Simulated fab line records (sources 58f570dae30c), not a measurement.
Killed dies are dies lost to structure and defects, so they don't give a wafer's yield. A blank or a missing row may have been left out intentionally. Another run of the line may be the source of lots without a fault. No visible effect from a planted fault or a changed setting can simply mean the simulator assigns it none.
Check for tools in common    flow berkeleyCmos170    Sample size 14 lots and 42 wafers

WHY IT WAS OPENED
At UCB170_PWELL_THK_MEAS_06 the reading PWELL_NITRIDE_THK is flagged on 2 of 14 lots. Wafers without a fault read 220.3 nm, standard deviation 2.2.
Rule: flag the lot when none of its wafers has a number, or when each of its wafers that has one lies beyond 4 standard deviations from that mean. All remaining lots are regarded as sound.

lot   measured     on            PWELL_NITRIDE_THK (nm), wafer by wafer  flag
L541  day 3 05:13  filmMetro-03  224.6 225.4 224.4                       
L543  day 3 08:50  filmMetro-01  219.5 218.9 217.5                       
L544  day 3 14:52  filmMetro-03  221.9 220.0 222.5                       
L547  day 4 05:05  filmMetro-03  220.6 221.4 222.1                       
L546  day 4 05:07  filmMetro-01  222.7 222.6 221.6                       
L548  day 4 13:50  filmMetro-04  218.9 219.6 219.9                       
L550  day 4 22:59  filmMetro-03  223.4 222.6 221.5                       
L551  day 5 05:47  filmMetro-01  223.0 222.6 222.2                       
L553  day 5 15:20  filmMetro-04  217.7 215.9 217.9                       
L554  day 5 15:20  filmMetro-01  221.5 222.2 221.2                       
L552  day 5 15:21  filmMetro-03  218.9 219.5 218.0                       
L555  day 5 23:37  filmMetro-03  221.9 221.6 221.5                       
L559  day 6 21:01  filmMetro-04  286.0 287.1 286.4                       FLAGGED
L560  day 7 07:00  filmMetro-04  292.0 288.6 290.6                       FLAGGED
Average over the flagged lots: 288.4 nm; offset from the usual +68.1 nm, equal to +31 standard deviations.

WHICH TOOL RAN EACH LOT
The record keeps 1 process step preceding the reading, out of 331 steps on the route. Read each cell as the tool, then ch plus the chambers that the sampled wafers visited, then the start.
lot   flag     UCB170_PWELL_CVD_05
L541           lpcvd-02 ch 1, day 3 03:17
L543           lpcvd-01 ch 1, day 3 05:58
L544           lpcvd-02 ch 1, day 3 12:57
L547           lpcvd-01 ch 0, day 4 03:07
L546           lpcvd-01 ch 0, day 4 03:07
L548           lpcvd-02 ch 0, day 4 10:57
L550           lpcvd-01 ch 0, day 4 21:03
L551           lpcvd-01 ch 1, day 5 03:52
L553           lpcvd-01 ch 1, day 5 13:24
L554           lpcvd-01 ch 0, day 5 13:24
L552           lpcvd-01 ch 1, day 5 13:24
L555           lpcvd-02 ch 0, day 5 21:41
L559  FLAGGED  lpcvd-01 ch 0, day 6 19:05
L560  FLAGGED  lpcvd-01 ch 0, day 7 05:05
What is done by these steps:
- UCB170_PWELL_CVD_05: deposits Si3N4 from SiH2Cl2/NH3, target thk 220 nm, time 3300 s.
- UCB170_PWELL_THK_MEAS_06

FLAGGED AGAINST TOTAL, ONE TOOL AT A TIME (gauges that did the reading follow at the end)
step                      tool          lots run  flagged  share of the flagged lots  sound lots run after its first flagged lot
UCB170_PWELL_CVD_05       lpcvd-01      10        2        all                        0
UCB170_PWELL_CVD_05       lpcvd-02      4         0        none                       -
UCB170_PWELL_THK_MEAS_06  filmMetro-01  4         0        none                       -
UCB170_PWELL_THK_MEAS_06  filmMetro-03  6         0        none                       -
UCB170_PWELL_THK_MEAS_06  filmMetro-04  4         2        all                        0

WHAT IS ALLOWED BY THE TABLE
lpcvd-01 at UCB170_PWELL_CVD_05 and filmMetro-04 at UCB170_PWELL_THK_MEAS_06 are the 2 rows of the table that ran each flagged lot.
- lpcvd-01 at UCB170_PWELL_CVD_05: 2 of its 10 lots flagged. Last sound lot L552 at day 5 13:24, first flagged lot L559 at day 6 19:05; a fault beginning in between fits.
- filmMetro-04 at UCB170_PWELL_THK_MEAS_06: 2 of its 4 lots flagged. Last sound lot L553 at day 5 15:20, first flagged lot L559 at day 6 21:01; a fault beginning in between fits.
Because each of these 2 tools fits a fault that began at some hour, counting lots does not separate them. More lots, or a look at what each step does to the wafer, might.

WHAT THE SIMULATOR HAD PUT IN
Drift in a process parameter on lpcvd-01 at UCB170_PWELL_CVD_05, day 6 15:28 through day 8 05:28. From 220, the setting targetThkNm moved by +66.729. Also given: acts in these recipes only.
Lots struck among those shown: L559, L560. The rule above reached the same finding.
